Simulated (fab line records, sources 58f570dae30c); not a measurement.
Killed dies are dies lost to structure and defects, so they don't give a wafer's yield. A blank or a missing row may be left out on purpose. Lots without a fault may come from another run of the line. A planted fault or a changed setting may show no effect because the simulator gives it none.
One fault seen from 2 desks | flow berkeley_cmos170 | each desk has only its own numbers; what lay behind them comes last

THE METROLOGY DESK
What the gauges read, lot by lot, whatever tool the lot ran on: means of the sampled wafers that have a number. A lot is out of limits, marked OUT, if its mean lies more than 4 standard deviations from the usual mean; the brackets give that distance.
Columns: A = SPACER_TEOS_THK at UCB170_SPACER_THK_MEAS_01, usual 374 nm; B = cd_nm at UCB170_PSD_CD_MEAS_06, usual 1199.6 nm; C = PSD_RS at UCB170_SDANNEAL_RS_MEAS_02, usual 75.56 ohm/sq; D = SILICIDE_TI_RS at UCB170_SILICIDE_RS_MEAS_02, usual 26.0 ohm/sq; E = SILICIDE_TI_THK at UCB170_SILICIDE_THK_MEAS_03, usual 29.9 nm
lot  | first seen here | A   | B      | C     | D               | E
L918 | day 7 15:31     | 375 | 1199.1 | 75.49 | 25.2            | 31.0
L921 | day 8 04:01     | 370 | 1198.3 | 75.70 | 25.8            | 30.1
L919 | day 8 04:17     | 375 | 1199.6 | 75.70 | 25.8            | 30.2
L922 | day 8 04:27     | 372 | 1199.5 | 75.74 | 25.9            | 30.0
L920 | day 8 04:39     | 372 | 1199.3 | 75.82 | 23.3 (-6.6) OUT | 32.8 (+6.8) OUT
L924 | day 8 06:16     | 368 | 1202.8 | 75.96 | 26.3            | 29.8
L923 | day 8 06:17     | 378 | 1198.2 | 75.87 | 26.5            | 29.2
L926 | day 9 14:40     | 377 | 1198.8 | 75.60 | 22.8 (-7.9) OUT | 33.3 (+8.0) OUT
L933 | day 10 16:47    | 377 | 1200.8 | 75.68 | 26.2            | 29.7
L934 | day 11 04:49    | 377 | 1199.2 | 75.39 | 25.5            | 30.3
L936 | day 11 05:58    | 378 | 1200.6 | 75.85 | 25.5            | 30.4
L937 | day 11 22:48    | 373 | 1200.2 | 75.68 | 26.1            | 29.7
L938 | day 12 11:59    | 378 | 1202.0 | 75.44 | 25.8            | 30.2
L939 | day 12 21:17    | 373 | 1198.2 | 75.47 | 26.2            | 29.8
This desk's finding: out of limits on L920, L926; first on L920, day 8 19:22 (SILICIDE_TI_RS at UCB170_SILICIDE_RS_MEAS_02). In limits: L918, L921, L919, L922, L924, L923, L933, L934, L936, L937, L938, L939.

THE TOOL OWNER'S DESK: pvd_sputter-04
The tool's own readings at UCB170_SILICIDE_SPUTTER_01 (material Ti, target thk 30 nm, time 25 s): means of the sampled wafers that have a number, for each lot that ran on this tool. A lot is out of limits, marked OUT, if its mean lies more than 4 standard deviations from the usual mean; the brackets give that distance.
Columns: A = chamber_pressure_pa at UCB170_SILICIDE_SPUTTER_01, usual 0.5002 Pa; B = throttle_valve_pct at UCB170_SILICIDE_SPUTTER_01, usual 30.0 %
lot  | first seen here | A      | B
L922 | day 8 18:22     | 0.4996 | 29.9
L923 | day 8 18:50     | 0.5004 | 30.9
L920 | day 8 19:20     | 0.5005 | 29.9
L926 | day 10 04:32    | 0.5000 | 30.0
L937 | day 12 14:10    | 0.5004 | 29.5
L938 | day 12 23:23    | 0.5007 | 29.8
This desk's finding: nothing out of limits on any of the 6 lots.

PUT TOGETHER
The metrology desk could have raised an alarm at day 8 19:22, on L920, L926.
The tool owner's desk saw nothing out of limits.
The tool owner's desk has L920, L926 on record, within its limits.
Of the lots named, all ran UCB170_SILICIDE_SPUTTER_01 on pvd_sputter-04.

WHAT THE SIMULATOR HAD PUT IN
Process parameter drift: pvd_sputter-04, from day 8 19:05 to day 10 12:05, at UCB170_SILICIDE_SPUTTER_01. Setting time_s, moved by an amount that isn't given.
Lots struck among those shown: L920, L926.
Hours from the fault's start to each desk's first reading out of limits: the metrology desk, 0.
